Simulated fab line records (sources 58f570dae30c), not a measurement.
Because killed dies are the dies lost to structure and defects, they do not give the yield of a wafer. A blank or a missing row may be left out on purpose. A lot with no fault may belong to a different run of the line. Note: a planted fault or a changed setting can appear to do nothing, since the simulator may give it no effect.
Problem report in the 8D (eight disciplines) form, filled by code / flow berkeleyCmos170 / the parts of the form that need people (team, actions taken, sign-off) are left out

## 1. WHAT IS WRONG
Wafers free of any fault read 26.0 ohm/sq (standard deviation 0.31) for SILICIDE_TI_RS at UCB170_SILICIDE_RS_MEAS_02, against a mean of 33.8 ohm/sq on 6 wafers of 2 lots. Relative to the usual mean, that is a shift of +25 standard deviations.
The step: measures by four-point-probe.
Earliest sighting: wafer L176.2 on filmMetro-02 at day 10 08:48. At this step, 42 wafers from 14 lots have a number in the record. Rule for "out" (also "out of limits"): further than 4 standard deviations from the usual mean. Any other wafer with a number is counted as sound.

## 2. WHAT IT IS, WHAT IT ISN'T
question=which readings at this step | is=SILICIDE_TI_RS | is not=-
question=which lots | is=L176, L178 | is not=L160, L161, L164, L165, L166, L168, L169, L171, L173, L177, L180, L181
question=which wafers of those lots | is=all that have a number | is not=-
question=read on which gauges | is=filmMetro-02 | is not=filmMetro-01, filmMetro-03
question=when | is=from day 10 08:48 | is not=up to then (27 sound wafers); but 9 sound wafers of L177, L180, L181 came after

## 3. SUSPECTS, AND WHAT RULES EACH OUT
Counting: a tool stays on the suspect list if, at a process step up to the reading, it processed all lots that are out and no sound lot following the first of them.
- the gauge at UCB170_SILICIDE_RS_MEAS_02 has been ruled out. All the wafers that are out were read on filmMetro-02, but those of them that UCB170_SILICIDE_SPUTTER_01 has rows for are out there too, on other tools.
- pvdSputter-04 at UCB170_SILICIDE_SPUTTER_01 (material Ti, target thk 30 nm, time 25 s): kept. Every lot that is out went through it, starting with L176 (day 10 08:45), and after that it ran no sound lot; the last sound lot it ran before then is L173 (day 9 09:44). Out on those wafers are its own readings of chamberPressurePa.
The count leaves pvdSputter-04 at UCB170_SILICIDE_SPUTTER_01.

## 4. THE CAUSE (what the simulator had put in)
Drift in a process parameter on pvdSputter-04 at UCB170_SILICIDE_SPUTTER_01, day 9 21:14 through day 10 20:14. Setting chamberPressurePa, moved by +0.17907, from 0.5. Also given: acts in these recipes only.
This tool alone remained once counting was done.

## 5. THE EFFECT CHAIN, in route order
Each row: a reading where the mean over the struck wafers with a number is more than 3 standard deviations away from the usual. Readings are gone through only where the record gives a usual standard deviation; hours: the median, over the lots, of the time from a lot's start at the first step in this table giving one to that lot's start at this step; sigmas: the change measured in usual standard deviations.
hours=0; step=UCB170_SILICIDE_SPUTTER_01; reading=chamberPressurePa; usual=0.5000 Pa; on struck wafers=0.6789; change=+0.1789; sigmas=+99 or more
hours=0; step=UCB170_SILICIDE_SPUTTER_01; reading=throttleValvePct; usual=29.2 %; on struck wafers=25.0; change=-4.2; sigmas=-3.5
hours=0; step=UCB170_SILICIDE_RS_MEAS_02; reading=SILICIDE_TI_RS; usual=26.0 ohm/sq; on struck wafers=33.8; change=+7.8; sigmas=+25
hours=0; step=UCB170_SILICIDE_THK_MEAS_03; reading=SILICIDE_TI_THK; usual=30.5 nm; on struck wafers=28.5; change=-2.0; sigmas=-6.0
The process steps in it:
- UCB170_SILICIDE_SPUTTER_01: material Ti, target thk 30 nm, time 25 s.
Later measuring or inspecting steps at which every struck wafer that the step has a row for has a number for every such reading, and none has moved that far: UCB170_CONTACT_CD_MEAS_15.

## 6. HOW IT WOULD HAVE BEEN CAUGHT EARLIER
Counted from the fault's start at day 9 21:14, it took 12 hours until the first out-of-limits reading at a measuring or inspecting step in this record, taken at day 10 08:48.
Tool's own readings at UCB170_SILICIDE_SPUTTER_01, chamberPressurePa: out on all struck wafers the step has rows for; an alarm limit on them would have tripped on the first.
Lots out: 2; of these, L178 started UCB170_SILICIDE_SPUTTER_01 on pvdSputter-04 after day 10 08:48. A tool hold placed at that time would have kept it from harm.
